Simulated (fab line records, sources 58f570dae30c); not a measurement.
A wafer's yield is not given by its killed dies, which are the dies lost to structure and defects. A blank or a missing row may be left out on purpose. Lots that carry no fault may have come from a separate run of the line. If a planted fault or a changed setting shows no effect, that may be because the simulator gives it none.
Which tool is to blame? / flow berkeley cmos170 / 7 lots with 19 wafers sampled at 3 steps, on a route of 331 steps

== WHAT THE GAUGES READ, wafer by wafer ==
UCB170_V1_THK_MEAS_04.
lot=L184; measured=day 8 20:25; on=film metro-04; V1_POLISHED_THK (nm)=1001.6 1000.1 1000.1
lot=L188; measured=day 8 23:31; on=film metro-04; V1_POLISHED_THK (nm)=999.9 1002.2 998.4
lot=L187; measured=day 9 02:13; on=film metro-01; V1_POLISHED_THK (nm)=1354.1
lot=L192; measured=day 10 02:35; on=film metro-03; V1_POLISHED_THK (nm)=1002.0 1361.2 1000.1
lot=L194; measured=day 10 18:16; on=film metro-04; V1_POLISHED_THK (nm)=998.5 1002.2 999.2
lot=L202; measured=day 12 09:36; on=film metro-04; V1_POLISHED_THK (nm)=1000.5 999.8 999.2
lot=L204; measured=day 12 19:31; on=film metro-01; V1_POLISHED_THK (nm)=998.9 1000.1 1000.7

== TOOL THAT RAN EACH LOT (tool first, then ch and the chambers of the sampled wafers, then the start) ==
lot=L184; UCB170_CONTACT_STRIP_19=plasma asher-04 ch 0,1, day 8 14:56; UCB170_V1_CMP_02=cmp-01 ch 2,3, day 8 20:02
lot=L188; UCB170_CONTACT_STRIP_19=plasma asher-02 ch 0,1, day 8 19:16; UCB170_V1_CMP_02=cmp-01 ch 0,3, day 8 23:09
lot=L187; UCB170_CONTACT_STRIP_19=plasma asher-04 ch 0, day 8 20:59; UCB170_V1_CMP_02=cmp-01 ch 1, day 9 01:49
lot=L192; UCB170_CONTACT_STRIP_19=plasma asher-01 ch 0,1, day 9 21:08; UCB170_V1_CMP_02=cmp-01 ch 1,2,3, day 10 02:16
lot=L194; UCB170_CONTACT_STRIP_19=plasma asher-04 ch 0,1, day 10 11:59; UCB170_V1_CMP_02=cmp-02 ch 0,3, day 10 17:50
lot=L202; UCB170_CONTACT_STRIP_19=plasma asher-02 ch 0,1, day 12 05:17; UCB170_V1_CMP_02=cmp-02 ch 0,1,2, day 12 09:17
lot=L204; UCB170_CONTACT_STRIP_19=plasma asher-04 ch 0,1, day 12 13:04; UCB170_V1_CMP_02=cmp-02 ch 1,2,3, day 12 19:15
- UCB170_CONTACT_STRIP_19: strips in O2.
- UCB170_V1_CMP_02: polishes SiO2.

== THE ANSWER, worked out from the rows above alone ==
Rule: the usual values come from the lots themselves. The widest of any qualifying gaps counts: lots, ordered by their means at a reading, are off when they make up no more than a third of the lots, leave a main group of 4 or more, and stand apart from it by 3 or more times the standard deviation of that group's means. If all means in a main group match to the digits the tables above print for the reading, that group is not used. Also off: a lot with no number at a reading for which 4 or more lots have one. Where the step has rows for the other lots, those lots are counted as sound.
Off: L187, L192, at UCB170_V1_THK_MEAS_04 (V1_POLISHED_THK). The main group has a mean of 1000.1 nm with a standard deviation of 0.28.
If a tool, at a process step before that reading, ran all the lots that are off and no sound lot after the first of them, it fits. Those tools and the gauges at UCB170_V1_THK_MEAS_04 are tried in the same way. One fits: cmp-01 at UCB170_V1_CMP_02. A fault onset in the window from L188 (day 8 23:09, its last sound lot) to L187 (day 9 01:49, its first lot off) fits.

== WHAT THE SIMULATOR HAD PUT IN ==
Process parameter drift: cmp-01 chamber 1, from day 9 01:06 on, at UCB170_V1_CMP_02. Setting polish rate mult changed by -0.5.
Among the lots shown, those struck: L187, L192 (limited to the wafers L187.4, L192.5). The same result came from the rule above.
